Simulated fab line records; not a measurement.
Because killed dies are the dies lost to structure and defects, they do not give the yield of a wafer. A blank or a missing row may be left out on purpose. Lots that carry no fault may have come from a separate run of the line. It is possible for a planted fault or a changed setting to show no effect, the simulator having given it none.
fab line records	flow berkeleyCmos170
record: lots: 5	wafers: 23
route steps=331 shown START@3 ZERO@12 NWELL@18 PWELL@42 ACTIVE@62 FIELD@90
startH: start of the lot's first displayed wafer, in hours after the record's first day	waitH: how many hours have passed since the lot's step before this one	" repeats the value in the row above	L1.1+2: one row covering several wafers at once	- no value, or no start given	* or withheld: withheld	< > ~ a bound
route shown NAME@n: names a module that has steps shown in the file, with the first one's number in the route	usual: mean and standard deviation over wafers with no fault	same: alike in all rows	chamber/n: place in a boat	sites: the reading at each site	_std_site: their standard deviation	_edge_site: the outer-site mean with the inner-site mean subtracted	radiusMm: for every site, how far away it sits from the centre of the wafer	mask NAME#n: copy n	behind: the last tool/chamber to shape the wafer	hold: why the lot went on hold/how many hours it stayed there/how the hold came to an end	device: the transistor (n, p or np) that didn't switch	end of line: tests of these same wafers at the route's end	a step given without rows: its recipe and nothing more	killed: dies lost to structure and defects at the first sort, not the wafer's yield	map: a wafer's dies, marking killed ones x, the rest . and places with no die _
set.NAME: the setting as run; set.NAME@STEP: as run at that earlier step	model.NAME: the simulator's own value behind a step, which no gauge read
lots whose settings were changed on purpose; a table a step, a row a wafer
== steps ==
step: UCB170_START_OXIDATION_02
recipe: tempC: 950	ambient: O2	targetThkA: 200	oxTimeS: 1800
lot.wafer	tool	chamber	startH	waitH	set.oxTimeS	model.SiO2_of_START_OXIDATION_02.thkNm
L074.1	-	-	-	4.0	1800	20
L074.2	"	-	"	"	1800	19.58
L074.4	"	-	"	"	1800	19.82
L074.5	"	-	"	"	1800	19.6
L074.6	"	-	"	"	1800	19.89
L076.1	-	-	-	1.0	1667	18.96
L076.2	"	-	"	"	1667	19.19
L076.3	"	-	"	"	1667	18.79
L076.4	"	-	"	"	1667	18.86
L076.5	"	-	"	"	1667	19.03
L079.1+3	-	-	-	0.2	1800	20.03
L079.4	"	-	"	"	1800	20.09
L079.5	"	-	"	"	1800	20.2
L079.6	"	-	"	"	1800	19.93
L081.1	furnace-02	0	48.03	2.9	1800	19.83
L081.4	"	0	"	"	1800	20.11
L081.6	"	0	"	"	1800	19.69
L083.1	-	-	-	0.8	2026	21.78
L083.3	"	-	"	"	2026	21.43
L083.4	"	-	"	"	2026	21.64
L083.5	"	-	"	"	2026	21.47
L083.6	"	-	"	"	2026	21.48
step: UCB170_START_THK_MEAS_03
recipe: reads: SiO2_of_START_OXIDATION_02
usual: START_OXIDE_THK: 19.82/0.27
lot.wafer	tool	chamber	startH	waitH	set.oxTimeS@START_OXIDATION_02	START_OXIDE_THK[nm]
L074.1	filmMetro-04	-	-	-	1800	20.00
L074.2	"	-	"	"	1800	19.57
L074.4	"	-	"	"	1800	19.82
L074.5	"	-	"	"	1800	19.62
L074.6	"	-	"	"	1800	19.91
L076.1	filmMetro-01	-	-	-	1667	18.99
L076.2	"	-	"	"	1667	19.22
L076.3	"	-	"	"	1667	18.77
L076.4	"	-	"	"	1667	18.86
L076.5	"	-	"	"	1667	19.03
L079.1	filmMetro-03	-	-	-	1800	20.06
L079.3	"	-	"	"	1800	20.02
L079.4	"	-	"	"	1800	20.05
L079.5	"	-	"	"	1800	20.18
L079.6	"	-	"	"	1800	19.91
L081.1	filmMetro-01	-	49.53	0.0	1800	19.88
L081.4	"	-	"	"	1800	20.17
L081.6	"	-	"	"	1800	19.66
L083.1	filmMetro-03	-	-	-	2026	21.80
L083.3	"	-	"	"	2026	21.44
L083.4	"	-	"	"	2026	21.65
L083.5	"	-	"	"	2026	21.48
L083.6	"	-	"	"	2026	21.45
step: UCB170_ZERO_ETCH_06
recipe: chemistry: CHF3/CF4/Ar	target: SiO2	timeS: 12	pressureMtorr: 100	rfW: 500	CHF3_flow_sccm: 50	cf4FlowSccm: 10	Ar_flow_sccm: 120	overEtchFrac: 1.58
usual: oesProductAu: 0.620/0.0064
lot.wafer	tool	chamber	startH	waitH	set.overEtchFrac	oesProductAu
L074.1	rieDiel-04	1	20.08	-	1.58	0.618
L074.2	"	0	"	"	1.258	0.650
L074.4	"	2	"	"	1.58	0.600
L074.5	"	3	"	"	1.258	0.656
L074.6	"	0	"	"	1.258	0.657
L076.1	rieDiel-04	1	30.19	-	1.58	0.617
L076.2	"	2	"	"	1.713	0.597
L076.3	"	3	"	"	1.58	0.623
L076.4	"	0	"	"	1.713	0.602
L076.5	"	3	"	"	1.58	0.627
L079.1	rieDiel-02	3	39.44	-	1.58	0.630
L079.3	"	2	"	"	1.58	0.624
L079.4	"	1	"	"	1.58	0.613
L079.5	"	3	"	"	1.58	0.627
L079.6	"	0	"	"	1.58	0.617
L081.1	rieDiel-02	2	53.00	-	1.58	0.617
L081.4	"	0	"	"	1.58	0.615
L081.6	"	2	"	"	1.58	0.615
L083.1	rieDiel-03	3	63.28	-	1.172	0.660
L083.3	"	2	"	"	1.58	0.629
L083.4	"	0	"	"	1.172	0.659
L083.5	"	2	"	"	1.58	0.627
L083.6	"	3	"	"	1.172	0.662
step: UCB170_NWELL_CVD_04
recipe: material: Si3N4	targetThkNm: 224	tempC: 800	precursor: SiH2Cl2/NH3	timeS: 3360	pressureMtorr: 200	sih2cl2FlowSccm: 25	nh3FlowSccm: 75
lot.wafer	tool	chamber	startH	waitH	set.tempC	model.Si3N4_of_NWELL_CVD_04.thkNm
L074.1	-	-	-	0.0	783.2	163.9
L074.2	"	-	"	"	783.2	165
L074.4	"	-	"	"	783.2	162.9
L074.5	"	-	"	"	783.2	165.5
L074.6	"	-	"	"	783.2	165.7
L076.1	-	-	-	0.0	800	226.9
L076.2	"	-	"	"	800	226.1
L076.3+5	"	-	"	"	800	226.4
L076.4	"	-	"	"	800	226.5
L079.1	-	-	-	0.8	810.8	274.6
L079.3	"	-	"	"	810.8	274.5
L079.4	"	-	"	"	810.8	273.2
L079.5	"	-	"	"	810.8	274.4
L079.6	"	-	"	"	810.8	271.6
L081.1	lpcvd-02	1	60.68	0.2	800	223.1
L081.4	"	1	"	"	800	221.6
L081.6	"	1	"	"	800	220.6
L083.1	-	-	-	0.0	800	223.5
L083.3	"	-	"	"	800	222.8
L083.4	"	-	"	"	800	223
L083.5	"	-	"	"	800	221.7
L083.6	"	-	"	"	800	223.3
step: UCB170_NWELL_THK_MEAS_05
recipe: reads: Si3N4_of_NWELL_CVD_04
usual: NWELL_NITRIDE_THK: 223.8/2.2
lot.wafer	tool	chamber	startH	waitH	set.tempC@NWELL_CVD_04	NWELL_NITRIDE_THK[nm]
L074.1	filmMetro-02	-	-	-	783.2	164.0
L074.2	"	-	"	"	783.2	165.0
L074.4	"	-	"	"	783.2	162.9
L074.5	"	-	"	"	783.2	165.4
L074.6	"	-	"	"	783.2	165.6
L076.1	filmMetro-04	-	-	-	800	226.9
L076.2	"	-	"	"	800	226.1
L076.3	"	-	"	"	800	226.5
L076.4	"	-	"	"	800	226.5
L076.5	"	-	"	"	800	226.2
L079.1	filmMetro-02	-	-	-	810.8	274.5
L079.3	"	-	"	"	810.8	274.5
L079.4	"	-	"	"	810.8	273.3
L079.5	"	-	"	"	810.8	274.3
L079.6	"	-	"	"	810.8	271.6
L081.1	filmMetro-03	-	63.58	0.0	800	223.1
L081.4	"	-	"	"	800	221.7
L081.6	"	-	"	"	800	220.7
L083.1	filmMetro-04	-	-	-	800	223.4
L083.3	"	-	"	"	800	222.9
L083.4	"	-	"	"	800	223.1
L083.5	"	-	"	"	800	221.7
L083.6	"	-	"	"	800	223.4
step: UCB170_NWELL_HMDS_06
recipe: primeTimeS: 60	primeTempC: 100
step: UCB170_NWELL_COAT_07
recipe: resist: KrF	spinRpm: 1500	resistThkNm: 900
step: UCB170_NWELL_DEVELOP_11
recipe: developer: TMAH	developTimeS: 45	resist: KrF	devTempC: 21
step: UCB170_NWELL_ETCH_13
recipe: chemistry: CH3F/Ar/O2	target: Si3N4	stopOn: SiO2	CH3F_flow_sccm: 20	Ar_flow_sccm: 50	O2_flow_sccm: 7	pressureMtorr: 50	rfW: 450	targetDepthA: 2464	overEtchFrac: 0.1	timeS: 154
usual: oesProductAu: 0.940/0.013
lot.wafer	tool	chamber	startH	waitH	set.tempC@NWELL_CVD_04	oesProductAu	model.etch.depthNm
L074.1	rieDiel-01	0	32.65	0.0	783.2	0.765	163.9
L074.2	"	1	"	"	783.2	0.791	165
L074.4	"	2	"	"	783.2	0.791	162.9
L074.5	"	3	"	"	783.2	0.790	165.5
L074.6	"	0	"	"	783.2	0.773	165.7
L076.1	rieDiel-04	1	40.00	0.0	800	0.962	226.9
L076.2	"	3	"	"	800	0.950	226.1
L076.3	"	2	"	"	800	0.933	226.4
L076.4	"	3	"	"	800	0.965	226.5
L076.5	"	1	"	"	800	0.956	226.4
L079.1	rieDiel-04	1	50.69	0.0	810.8	0.995	242
L079.3	"	3	"	"	810.8	1.013	249.4
L079.4	"	3	"	"	810.8	1.026	250.3
L079.5	"	1	"	"	810.8	1.002	242.3
L079.6	"	2	"	"	810.8	0.995	246.9
L081.1	rieDiel-04	0	65.68	0.0	800	0.938	223.1
L081.4	"	1	"	"	800	0.944	221.6
L081.6	"	3	"	"	800	0.937	220.6
L083.1	rieDiel-04	3	72.81	0.0	800	0.951	223.5
L083.3	"	1	"	"	800	0.947	222.8
L083.4	"	2	"	"	800	0.928	223
L083.5	"	0	"	"	800	0.932	221.7
L083.6	"	1	"	"	800	0.957	223.3
step: UCB170_NWELL_IMPLANT_14
recipe: species: P	doseCm2: 1e+13	energyKev: 150	tiltDeg: 7
lot.wafer	tool	chamber	startH	waitH	set.energyKev	model.implant.rpNm	model.implant.drpNm
L074.1+2+4	implanter-02	0	32.76	0.1	154.1	195.8	64.01
L074.5+6	"	0	"	"	150	190.4	62.72
L076.1+4	implanter-04	0	40.10	0.1	150	186.4	62.72
L076.2+3+5	"	0	"	"	156.2	194.4	64.66
L079.1+4	implanter-04	0	50.79	0.1	141.7	180.2	59.99
L079.3+5+6	"	0	"	"	150	191.2	62.72
L081.1+4+6	implanter-03	0	65.78	0.1	150	188	62.72
L083.1+5+6	implanter-02	0	72.91	0.1	146.9	176.4	61.72
L083.3+4	"	0	"	"	150	180.3	62.72
step: UCB170_PWELL_COAT_08
recipe: resist: KrF	spinRpm: 1500	resistThkNm: 900
lot.wafer	tool	chamber	startH	waitH	set.spinRpm	model.KrF_of_PWELL_COAT_08.thkNm
L074.1	lithoTrack-01	0	45.15	0.1	1459	910.5
L074.2	"	0	"	"	1500	898.7
L074.4	"	0	"	"	1500	896.2
L074.5	"	0	"	"	1459	910.3
L074.6	"	0	"	"	1459	911
L076.1	lithoTrack-04	0	54.74	0.1	1530	897.3
L076.2	"	0	"	"	1530	896.4
L076.3	"	0	"	"	1500	904.5
L076.4	"	0	"	"	1530	896
L076.5	"	0	"	"	1500	904.2
L079.1	lithoTrack-01	0	65.72	0.1	1500	901.6
L079.3	"	0	"	"	1500	901.3
L079.4	"	0	"	"	1500	904.5
L079.5	"	0	"	"	1446	915.3
L079.6	"	0	"	"	1446	917
L081.1	lithoTrack-04	0	82.11	0.1	1500	900.1
L081.4	"	0	"	"	1500	900
L081.6	"	0	"	"	1500	902.1
L083.1	lithoTrack-01	0	85.39	0.1	1500	902.1
L083.3	"	0	"	"	1441	919.3
L083.4	"	0	"	"	1441	917.3
L083.5	"	0	"	"	1441	916.5
L083.6	"	0	"	"	1500	900.6
step: UCB170_ACTIVE_OXIDATION_02
recipe: tempC: 1000	ambient: O2	targetThkA: 264	oxTimeS: 1260
lot.wafer	tool	chamber	startH	waitH	set.tempC	model.SiO2_of_ACTIVE_OXIDATION_02.thkNm
L074.1+6	-	-	-	1.2	1023	31.96
L074.2	"	-	"	"	1023	32.02
L074.4	"	-	"	"	1023	31.81
L074.5	"	-	"	"	1023	31.64
L076.1	-	-	-	1.2	1029	34.57
L076.2	"	-	"	"	1029	34.13
L076.3	"	-	"	"	1029	34.05
L076.4	"	-	"	"	1029	33.77
L076.5	"	-	"	"	1029	33.82
L079.1	-	-	-	2.6	1024	32.17
L079.3	"	-	"	"	1024	32.3
L079.4	"	-	"	"	1024	32.51
L079.5	"	-	"	"	1024	32.44
L079.6	"	-	"	"	1024	32.13
L081.1	furnace-03	0	99.79	1.4	1000	25.36
L081.4	"	0	"	"	1000	25.15
L081.6	"	0	"	"	1000	24.97
L083.1	-	-	-	1.6	1000	26.82
L083.3	"	-	"	"	1000	26.18
L083.4	"	-	"	"	1000	26.93
L083.5	"	-	"	"	1000	26.52
L083.6	"	-	"	"	1000	26.75
step: UCB170_ACTIVE_THK_MEAS_03
recipe: reads: SiO2_of_ACTIVE_OXIDATION_02
usual: ACTIVE_OXIDE_THK: 26.1/0.48
lot.wafer	tool	chamber	startH	waitH	set.tempC@ACTIVE_OXIDATION_02	ACTIVE_OXIDE_THK[nm]
L074.1	filmMetro-03	-	-	-	1023	32.0
L074.2	"	-	"	"	1023	32.1
L074.4	"	-	"	"	1023	31.8
L074.5	"	-	"	"	1023	31.6
L074.6	"	-	"	"	1023	31.9
L076.1	filmMetro-04	-	-	-	1029	34.6
L076.2	"	-	"	"	1029	34.1
L076.3	"	-	"	"	1029	34.1
L076.4	"	-	"	"	1029	33.8
L076.5	"	-	"	"	1029	33.9
L079.1	filmMetro-03	-	-	-	1024	32.1
L079.3	"	-	"	"	1024	32.2
L079.4	"	-	"	"	1024	32.5
L079.5	"	-	"	"	1024	32.4
L079.6	"	-	"	"	1024	32.1
L081.1	filmMetro-04	-	101.14	0.0	1000	25.4
L081.4	"	-	"	"	1000	25.2
L081.6	"	-	"	"	1000	25.0
L083.1	filmMetro-04	-	-	-	1000	26.8
L083.3	"	-	"	"	1000	26.2
L083.4	"	-	"	"	1000	26.9
L083.5	"	-	"	"	1000	26.5
L083.6	"	-	"	"	1000	26.8
step: UCB170_ACTIVE_COAT_08
recipe: resist: KrF	spinRpm: 1500	resistThkNm: 900
lot.wafer	tool	chamber	startH	waitH	set.resistThkNm	model.KrF_of_ACTIVE_COAT_08.thkNm
L074.1	lithoTrack-01	0	73.22	0.1	922.2	925.2
L074.2	"	0	"	"	900	901.2
L074.4	"	0	"	"	900	903.8
L074.5	"	0	"	"	900	901.9
L074.6	"	0	"	"	922.2	924.8
L076.1	lithoTrack-01	0	79.97	0.1	900	905.4
L076.2	"	0	"	"	900	902.4
L076.3	"	0	"	"	900	901.3
L076.4	"	0	"	"	900	902.3
L076.5	"	0	"	"	900	905.2
L079.1	lithoTrack-03	0	91.20	0.1	900	904.9
L079.3	"	0	"	"	900	907.1
L079.4	"	0	"	"	900	904.5
L079.5	"	0	"	"	900	902.8
L079.6	"	0	"	"	900	907
L081.1	lithoTrack-01	0	107.40	0.1	900	898.8
L081.4	"	0	"	"	900	897.7
L081.6	"	0	"	"	900	897.5
L083.1	lithoTrack-03	0	110.74	0.1	939.2	942.9
L083.3	"	0	"	"	900	900.6
L083.4	"	0	"	"	939.2	941
L083.5	"	0	"	"	900	903.4
L083.6	"	0	"	"	900	901.9
step: UCB170_ACTIVE_ETCH_15
recipe: chemistry: CH3F/Ar/O2	target: Si3N4	stopOn: SiO2	CH3F_flow_sccm: 20	Ar_flow_sccm: 50	O2_flow_sccm: 7	pressureMtorr: 50	rfW: 450	targetDepthA: 2420	overEtchFrac: 0.1	timeS: 151
lot.wafer	tool	chamber	startH	waitH	set.timeS	set.resistThkNm@ACTIVE_COAT_08	model.SiO2_of_ACTIVE_OXIDATION_02.thkNm	model.KrF_of_ACTIVE_COAT_08.thkNm
L074.1	rieDiel-03	1	74.40	0.0	144.1	922.2	28.38	753.5
L074.2	"	3	"	"	151	900	28.42	728.7
L074.4	"	2	"	"	151	900	28.19	730.1
L074.5	"	1	"	"	144.1	900	28.07	730.5
L074.6	"	0	"	"	151	922.2	28.17	750.3
L076.1	rieDiel-02	3	80.94	0.0	160.5	900	29.23	720.6
L076.2	"	2	"	"	160.5	900	28.31	715.5
L076.3	"	1	"	"	160.5	900	27.18	715.4
L076.4	"	2	"	"	151	900	30.06	724.9
L076.5	"	3	"	"	151	900	30.16	729.8
L079.1	rieDiel-03	3	92.41	0.0	165.2	900	25.07	717.3
L079.3	"	2	"	"	151	900	28.65	732.2
L079.4	"	1	"	"	151	900	28.15	727.1
L079.5	"	2	"	"	151	900	28.8	728.5
L079.6	"	3	"	"	165.2	900	25.03	719.2
L081.1	rieDiel-01	2	108.78	0.0	151	900	21.77	726.8
L081.4	"	1	"	"	151	900	21.43	719.8
L081.6	"	1	"	"	151	900	21.25	719.3
L083.1	rieDiel-02	1	112.00	0.0	171.4	939.2	17.02	744.6
L083.3	"	2	"	"	171.4	900	17.45	703.2
L083.4	"	3	"	"	151	939.2	23.27	765.6
L083.5	"	3	"	"	171.4	900	18.26	706.3
L083.6	"	0	"	"	151	900	23.03	723.8
step: UCB170_ACTIVE_STRIP_16
recipe: chemistry: O2	powerW: 400	pressureMtorr: 3500	platenTempC: withheld	o2FlowSccm: 400	overashFraction: 0.5
usual: stripTimeToEndpointS: 18.14/0.093
lot.wafer	tool	chamber	startH	waitH	set.resistThkNm@ACTIVE_COAT_08	set.timeS@ACTIVE_ETCH_15	stripTimeToEndpointS
L074.1	plasmaAsher-02	0	74.50	0.1	922.2	144.1	18.76
L074.2	"	1	"	"	900	151	18.19
L074.4	"	0	"	"	900	151	18.22
L074.5	"	0	"	"	900	144.1	18.23
L074.6	"	1	"	"	922.2	151	18.70
L076.1	plasmaAsher-02	0	81.04	0.1	900	160.5	18.00
L076.2	"	1	"	"	900	160.5	17.87
L076.3	"	0	"	"	900	160.5	17.87
L076.4	"	1	"	"	900	151	18.09
L076.5	"	0	"	"	900	151	18.22
L079.1	plasmaAsher-01	1	92.51	0.1	900	165.2	17.92
L079.3	"	0	"	"	900	151	18.27
L079.4	"	1	"	"	900	151	18.15
L079.5	"	1	"	"	900	151	18.19
L079.6	"	0	"	"	900	165.2	17.96
L081.1	plasmaAsher-01	1	108.88	0.1	900	151	18.13
L081.4	"	1	"	"	900	151	17.97
L081.6	"	0	"	"	900	151	17.96
L083.1	plasmaAsher-01	1	112.10	0.1	939.2	171.4	18.58
L083.3	"	1	"	"	900	171.4	17.57
L083.4	"	0	"	"	939.2	151	19.07
L083.5	"	1	"	"	900	171.4	17.64
L083.6	"	0	"	"	900	151	18.08
step: UCB170_FIELD_OXIDATION_01
recipe: tempC: 1000	ambient: H2O	pH2oTorr: 584.62	targetThkA: 5583	oxTimeS: 7200
lot.wafer	tool	chamber	startH	waitH	set.oxTimeS	model.SiO2_of_FIELD_OXIDATION_01.thkNm
L074.1	-	-	-	2.3	6596	516.5
L074.2	"	-	"	"	6596	522.9
L074.4	"	-	"	"	6596	526.9
L074.5	"	-	"	"	6596	524.6
L074.6	"	-	"	"	6596	527.5
L076.1	-	-	-	1.1	8137	598.1
L076.2	"	-	"	"	8137	603.5
L076.3	"	-	"	"	8137	596.7
L076.4	"	-	"	"	8137	603.1
L076.5	"	-	"	"	8137	610.1
L079.1	-	-	-	2.9	7200	559.4
L079.3	"	-	"	"	7200	552.6
L079.4	"	-	"	"	7200	553.5
L079.5	"	-	"	"	7200	554.9
L079.6	"	-	"	"	7200	556.4
L081.1	furnace-02	0	114.64	3.6	7200	550.2
L081.4	"	0	"	"	7200	546
L081.6	"	0	"	"	7200	548.9
L083.1	-	-	-	0.4	6373	498.7
L083.3	"	-	"	"	6373	490.9
L083.4	"	-	"	"	6373	494.7
L083.5	"	-	"	"	6373	488.6
L083.6	"	-	"	"	6373	499.2
step: UCB170_FIELD_THK_MEAS_02
recipe: reads: SiO2_of_FIELD_OXIDATION_01
usual: FIELD_OXIDE_THK: 551/7.1
lot.wafer	tool	chamber	startH	waitH	set.oxTimeS@FIELD_OXIDATION_01	FIELD_OXIDE_THK[nm]
L074.1	filmMetro-02	-	-	-	6596	517
L074.2	"	-	"	"	6596	523
L074.4	"	-	"	"	6596	527
L074.5	"	-	"	"	6596	524
L074.6	"	-	"	"	6596	528
L076.1	filmMetro-01	-	-	-	8137	598
L076.2	"	-	"	"	8137	604
L076.3	"	-	"	"	8137	597
L076.4	"	-	"	"	8137	603
L076.5	"	-	"	"	8137	611
L079.1	filmMetro-01	-	-	-	7200	559
L079.3	"	-	"	"	7200	553
L079.4	"	-	"	"	7200	554
L079.5	"	-	"	"	7200	555
L079.6	"	-	"	"	7200	556
L081.1	filmMetro-02	-	117.64	0.0	7200	550
L081.4	"	-	"	"	7200	546
L081.6	"	-	"	"	7200	549
L083.1	filmMetro-03	-	-	-	6373	499
L083.3	"	-	"	"	6373	491
L083.4	"	-	"	"	6373	495
L083.5	"	-	"	"	6373	488
L083.6	"	-	"	"	6373	499
step: UCB170_FIELD_ANNEAL_03
recipe: tempC: 1000	timeS: 1200	ambient: N2
step: UCB170_FIELD_WET_ETCH_04
recipe: chemistry: dHF	dilution: 10:1	target: SiO2	tempC: 25	timeS: 60
step: UCB170_FIELD_WET_ETCH_05
recipe: chemistry: H3PO4	target: Si3N4	tempC: 160	timeS: 12600
step: UCB170_FIELD_WET_ETCH_06
recipe: chemistry: BOE	dilution: 5:1	target: SiO2	tempC: 25	timeS: 22
lot.wafer	tool	chamber	startH	waitH	set.oxTimeS@FIELD_OXIDATION_01	model.SiO2_of_FIELD_OXIDATION_01.thkNm
L074.1	wetBench-03	0	89.30	0.2	6596	400.8
L074.2	"	0	"	"	6596	406.9
L074.4	"	0	"	"	6596	411.5
L074.5	"	0	"	"	6596	408.7
L074.6	"	0	"	"	6596	411.8
L076.1	wetBench-04	3	94.38	0.0	8137	479.6
L076.2	"	3	"	"	8137	485
L076.3	"	3	"	"	8137	478.4
L076.4	"	3	"	"	8137	484.3
L076.5	"	3	"	"	8137	491.5
L079.1	wetBench-03	0	107.43	0.2	7200	442.7
L079.3	"	0	"	"	7200	435.4
L079.4	"	0	"	"	7200	436.6
L079.5	"	0	"	"	7200	438
L079.6	"	0	"	"	7200	439.4
L081.1	wetBench-03	1	124.27	0.0	7200	432.6
L081.4	"	1	"	"	7200	428.5
L081.6	"	1	"	"	7200	431.9
L083.1	wetBench-03	0	124.27	0.0	6373	380.4
L083.3	"	0	"	"	6373	372.3
L083.4	"	0	"	"	6373	376.5
L083.5	"	0	"	"	6373	370.4
L083.6	"	0	"	"	6373	380.6
step: UCB170_FIELD_THK_MEAS_90
recipe: reads: SiO2_of_FIELD_OXIDATION_01
usual: FIELD_OXIDE_LEFT_1_THK: 435/7.4
lot.wafer	tool	chamber	startH	waitH	set.oxTimeS@FIELD_OXIDATION_01	FIELD_OXIDE_LEFT_1_THK[nm]
L074.1	filmMetro-03	-	89.41	0.1	6596	401
L074.2	"	-	"	"	6596	407
L074.4	"	-	"	"	6596	412
L074.5	"	-	"	"	6596	409
L074.6	"	-	"	"	6596	412
L076.1	filmMetro-03	-	94.39	0.0	8137	479
L076.2	"	-	"	"	8137	486
L076.3	"	-	"	"	8137	479
L076.4	"	-	"	"	8137	484
L076.5	"	-	"	"	8137	492
L079.1	filmMetro-03	-	107.49	0.0	7200	443
L079.3	"	-	"	"	7200	435
L079.4	"	-	"	"	7200	437
L079.5	"	-	"	"	7200	438
L079.6	"	-	"	"	7200	439
L081.1	filmMetro-02	-	124.29	0.0	7200	433
L081.4	"	-	"	"	7200	428
L081.6	"	-	"	"	7200	432
L083.1	filmMetro-03	-	124.29	0.0	6373	380
L083.3	"	-	"	"	6373	372
L083.4	"	-	"	"	6373	376
L083.5	"	-	"	"	6373	371
L083.6	"	-	"	"	6373	380
== key ==
split: step: UCB170_START_OXIDATION_02	setting: oxTimeS	stated: 1800	by: lot
response: step: UCB170_START_OXIDATION_02	reading: model.SiO2_of_START_OXIDATION_02.thkNm	change: +0.13	per: 1%	r: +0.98
response: step: UCB170_START_THK_MEAS_03	reading: START_OXIDE_THK	change: +0.13	per: 1%	r: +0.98
split: step: UCB170_ZERO_ETCH_06	setting: overEtchFrac	stated: 1.58	by: wafer
response: step: UCB170_ZERO_ETCH_06	reading: oesProductAu	change: -0.00169	per: 1%	r: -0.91
split: step: UCB170_NWELL_CVD_04	setting: tempC	stated: 800	by: lot
response: step: UCB170_NWELL_CVD_04	reading: model.Si3N4_of_NWELL_CVD_04.thkNm	change: +31.1	per: 1%	r: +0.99
response: step: UCB170_NWELL_THK_MEAS_05	reading: NWELL_NITRIDE_THK	change: +31.1	per: 1%	r: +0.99
response: step: UCB170_NWELL_ETCH_13	reading: oesProductAu	change: +0.0669	per: 1%	r: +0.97
response: step: UCB170_NWELL_ETCH_13	reading: model.etch.depthNm	change: +24.3	per: 1%	r: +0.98
split: step: UCB170_NWELL_IMPLANT_14	setting: energyKev	stated: 150	by: wafer
response: step: UCB170_NWELL_IMPLANT_14	reading: model.implant.rpNm	change: +1.97	per: 1%	r: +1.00
response: step: UCB170_NWELL_IMPLANT_14	reading: model.implant.drpNm	change: +0.484	per: 1%	r: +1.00
split: step: UCB170_PWELL_COAT_08	setting: spinRpm	stated: 1500	by: wafer
response: step: UCB170_PWELL_COAT_08	reading: model.KrF_of_PWELL_COAT_08.thkNm	change: -4.14	per: 1%	r: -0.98
split: step: UCB170_ACTIVE_OXIDATION_02	setting: tempC	stated: 1000	by: lot
response: step: UCB170_ACTIVE_OXIDATION_02	reading: model.SiO2_of_ACTIVE_OXIDATION_02.thkNm	change: +2.66	per: 1%	r: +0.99
response: step: UCB170_ACTIVE_THK_MEAS_03	reading: ACTIVE_OXIDE_THK	change: +2.66	per: 1%	r: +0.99
split: step: UCB170_ACTIVE_COAT_08	setting: resistThkNm	stated: 900	by: wafer
response: step: UCB170_ACTIVE_COAT_08	reading: model.KrF_of_ACTIVE_COAT_08.thkNm	change: +9.18	per: 1%	r: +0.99
response: step: UCB170_ACTIVE_ETCH_15	reading: model.KrF_of_ACTIVE_COAT_08.thkNm	change: +9.82	per: 1%	r: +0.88
response: step: UCB170_ACTIVE_STRIP_16	reading: stripTimeToEndpointS	change: *	per: 1%	r: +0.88
split: step: UCB170_ACTIVE_ETCH_15	setting: timeS	stated: 151	by: wafer
response: step: UCB170_ACTIVE_ETCH_15	reading: model.SiO2_of_ACTIVE_OXIDATION_02.thkNm	change: -0.361	per: 1%	r: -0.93
response: step: UCB170_ACTIVE_ETCH_15	reading: model.KrF_of_ACTIVE_COAT_08.thkNm	slope: -1.35	per: 1%	togetherWith: resistThkNm@ACTIVE_COAT_08	explained: 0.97
response: step: UCB170_ACTIVE_STRIP_16	reading: stripTimeToEndpointS	slope: *	per: 1%	togetherWith: resistThkNm@ACTIVE_COAT_08	explained: 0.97
split: step: UCB170_FIELD_OXIDATION_01	setting: oxTimeS	stated: 7200	by: lot
response: step: UCB170_FIELD_OXIDATION_01	reading: model.SiO2_of_FIELD_OXIDATION_01.thkNm	change: +4.16	per: 1%	r: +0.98
response: step: UCB170_FIELD_THK_MEAS_02	reading: FIELD_OXIDE_THK	change: +4.16	per: 1%	r: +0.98
response: step: UCB170_FIELD_WET_ETCH_06	reading: model.SiO2_of_FIELD_OXIDATION_01.thkNm	change: +4.11	per: 1%	r: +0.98
response: step: UCB170_FIELD_THK_MEAS_90	reading: FIELD_OXIDE_LEFT_1_THK	change: +4.11	per: 1%	r: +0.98
